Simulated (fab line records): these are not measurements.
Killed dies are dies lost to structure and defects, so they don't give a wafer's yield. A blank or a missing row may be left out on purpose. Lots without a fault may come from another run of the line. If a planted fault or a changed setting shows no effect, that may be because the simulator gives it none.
8D (eight disciplines) problem report, filled in by code ; flow berkeleyCmos170 ; the parts of the form that need people (team, actions taken, sign-off) are left out

## 1. WHAT IS WRONG
Mean of beamEnergyKeV at UCB170_PFIELD_IMPLANT_07: 92.063 across 6 wafers in 2 lots; on wafers with no fault it is 80.000 (standard deviation 0.022). So: +99 or more standard deviations from the usual mean.
First observed at day 6 15:56: wafer L248.1, on implanter-02. At this step, 42 wafers from 14 lots have a number in the record. Rule for "out", or "out of limits": more than 4 standard deviations from the usual mean. The other wafers with a number count as sound.

## 2. WHAT IT IS, AND WHAT IT ISN'T
question;is;is not
which readings at this step;beamEnergyKeV;-
which lots;L248, L249;L236, L237, L239, L240, L241, L246, L251, L252, L253, L255, L256, L258
which wafers of those lots;all that have a number;-
read on which tools;implanter-02;implanter-01, implanter-04
when;from day 6 15:56;"up to then (18 sound wafers); but 18 sound wafers of L251, L252, L253, L255, L256, L258 came after"

## 3. WHAT RULES OUT EACH SUSPECT
Counting: a tool at any process step up to the reading remains a suspect when it ran all the lots that are out and ran no sound lot after the first of those.
- implanter-02 at UCB170_PFIELD_IMPLANT_07: kept. It processed each lot that is out, first L248 at day 6 15:56, and no sound lot thereafter; up to then, the last sound lot it processed was L241 at day 5 11:25. Its own beamEnergyKeV readings are out on those wafers.
The count leaves implanter-02 at UCB170_PFIELD_IMPLANT_07.

## 4. THE CAUSE (what the simulator had put in)
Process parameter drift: implanter-02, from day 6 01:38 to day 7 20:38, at UCB170_PFIELD_IMPLANT_07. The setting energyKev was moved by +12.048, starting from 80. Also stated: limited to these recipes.
Only this tool survived the counting.

## 5. SEQUENCE OF EFFECTS, ordered by route
Each row: a reading where the mean over the struck wafers with a number is more than 3 standard deviations away from the usual. Scope: only readings with a usual standard deviation given in the record; hours: median across lots of the time from each lot's start at the first step in this table that gives one to its start at this step; sigmas: change in usual standard deviations.
hours;step;reading;usual;on struck wafers;change;sigmas
0;UCB170_PFIELD_IMPLANT_07;beamEnergyKeV;80.000;92.063;+12.063;+99 or more
The process steps in it:
- UCB170_PFIELD_IMPLANT_07

## 6. WHAT WOULD HAVE CAUGHT IT SOONER
First out-of-limits reading in this record: day 6 15:56, which is 14 hours after fault onset at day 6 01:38.
